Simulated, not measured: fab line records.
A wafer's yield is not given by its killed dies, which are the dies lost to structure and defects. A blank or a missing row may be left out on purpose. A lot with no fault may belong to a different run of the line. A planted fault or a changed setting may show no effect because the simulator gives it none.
Split-lot trial | flow rit-cmos | 23 wafers read from 5 lots, route of 202 steps

## ABOUT THE SPLIT
At RIT_NWELL_COAT_01 (resist thk 1300 nm), the setting resist-thk-nm was moved away from the recipe's 1300 nm on 10 of the 23 wafers read, by -5.0% to -2.9%. The other wafers ran this setting at the recipe's value.

## FROM THE SPLIT TO THE READING: what the file shows between them, 3 steps
- RIT_NWELL_SOFTBAKE_02: time 60 s
- RIT_NWELL_EXPOSE_03: exposes mask M2, target cd 43900 nm
- RIT_NWELL_DEVELOP_05: develop time 68 s

## THE READING
NOVOLAK_of_NWELL_COAT_01.thk-nm (the simulator's own value, which no gauge read), in nm, at RIT_NWELL_HARDBAKE_07 (time 120 s). There is no usual value for it anywhere in the file. Average 1137 nm, standard deviation 2.7 nm, over the 13 wafers here run with the recipe.

wafer  | tool, chamber at the split | resist-thk-nm as run, nm | against the recipe | NOVOLAK_of_NWELL_COAT_01.thk-nm, nm | against lot-mates on the recipe
L074.2 | litho-track-02, 0          | 1300                     | recipe             | 1140                                | -
L074.4 | litho-track-02, 0          | 1300                     | recipe             | 1140                                | -
L074.6 | litho-track-02, 0          | 1300                     | recipe             | 1138                                | -
L076.1 | litho-track-04, 0          | 1300                     | recipe             | 1140                                | -
L076.2 | litho-track-04, 0          | 1239                     | -4.7%              | 1085                                | -54
L076.3 | litho-track-04, 0          | 1300                     | recipe             | 1138                                | -
L076.5 | litho-track-04, 0          | 1239                     | -4.7%              | 1089                                | -50
L076.6 | litho-track-04, 0          | 1239                     | -4.7%              | 1089                                | -50
L079.1 | litho-track-02, 0          | 1235                     | -5.0%              | 1079                                | -57
L079.3 | litho-track-02, 0          | 1235                     | -5.0%              | 1079                                | -57
L079.2 | litho-track-02, 0          | 1300                     | recipe             | 1140                                | -
L079.4 | litho-track-02, 0          | 1300                     | recipe             | 1134                                | -
L079.6 | litho-track-02, 0          | 1300                     | recipe             | 1135                                | -
L080.1 | litho-track-03, 0          | 1300                     | recipe             | 1135                                | -
L080.2 | litho-track-03, 0          | 1300                     | recipe             | 1134                                | -
L080.3 | litho-track-03, 0          | 1300                     | recipe             | 1133                                | -
L080.4 | litho-track-03, 0          | 1262                     | -2.9%              | 1102                                | -32
L080.6 | litho-track-03, 0          | 1262                     | -2.9%              | 1102                                | -32
L084.1 | litho-track-04, 0          | 1238                     | -4.8%              | 1089                                | -51
L084.2 | litho-track-04, 0          | 1300                     | recipe             | 1140                                | -
L084.4 | litho-track-04, 0          | 1300                     | recipe             | 1140                                | -
L084.5 | litho-track-04, 0          | 1238                     | -4.8%              | 1090                                | -50
L084.6 | litho-track-04, 0          | 1238                     | -4.8%              | 1088                                | -52

THE FIT
A straight line over all 23 wafers: NOVOLAK_of_NWELL_COAT_01.thk-nm changes by +10.8 nm for each +1% of resist-thk-nm; r = +0.99; the points scatter about the line by 3.1 nm.
The same after taking each lot's own level away (the mean of its wafers on the recipe; 23 wafers): +11 nm for each +1%; r = +1.00; scatter 1.7 nm.
On that fit, the largest move of resist-thk-nm shifts the reading by 55 nm.
The span of the lots' own levels, 1134.0 to 1140.0 nm, comes to 2.2 times the standard deviation stated above.
Consequently the slope shifts little with the lot-to-lot level, the two slopes agreeing.
Check: -54.6 nm against its lot-mates is what the line predicts for one of the wafers moved furthest among these (-5.0%) when that wafer is left out of the fit. It came out at -57.3 nm against them.

## THESE WAFERS: OTHER SPLITS
Before the reading, these wafers also passed through other splits. Each is held against what the fit with the lots' levels taken away leaves over:
other split on the same wafers  | wafers away from the commonest value | r with NOVOLAK_of_NWELL_COAT_01.thk-nm (lot level and that fit taken away)
RIT_ACTIVE_COAT_06 spin-rpm     | 7                                    | -0.01
RIT_ACTIVE_SOFTBAKE_07 temp-c   | 8                                    | -0.03
RIT_FOX2_OXIDATION_00 ox-time-s | 18                                   | +0.24

## THE WHOLE CHAIN: every reading that the file lists as answering this split, in the file's order
step                  | what it does       | reading                                                                          | change (the file's fit)              | r (the file's)
RIT_NWELL_COAT_01     | resist thk 1300 nm | NOVOLAK_of_NWELL_COAT_01.thk-nm (the simulator's own value, which no gauge read) | +12.8 nm for each +1% of the setting | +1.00
RIT_NWELL_HARDBAKE_07 | time 120 s         | NOVOLAK_of_NWELL_COAT_01.thk-nm (the simulator's own value, which no gauge read) | +11 nm for each +1% of the setting   | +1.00

## THE FILE'S OWN FIT
NOVOLAK_of_NWELL_COAT_01.thk-nm changes by +11 nm for each +1% of resist-thk-nm, r = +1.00.
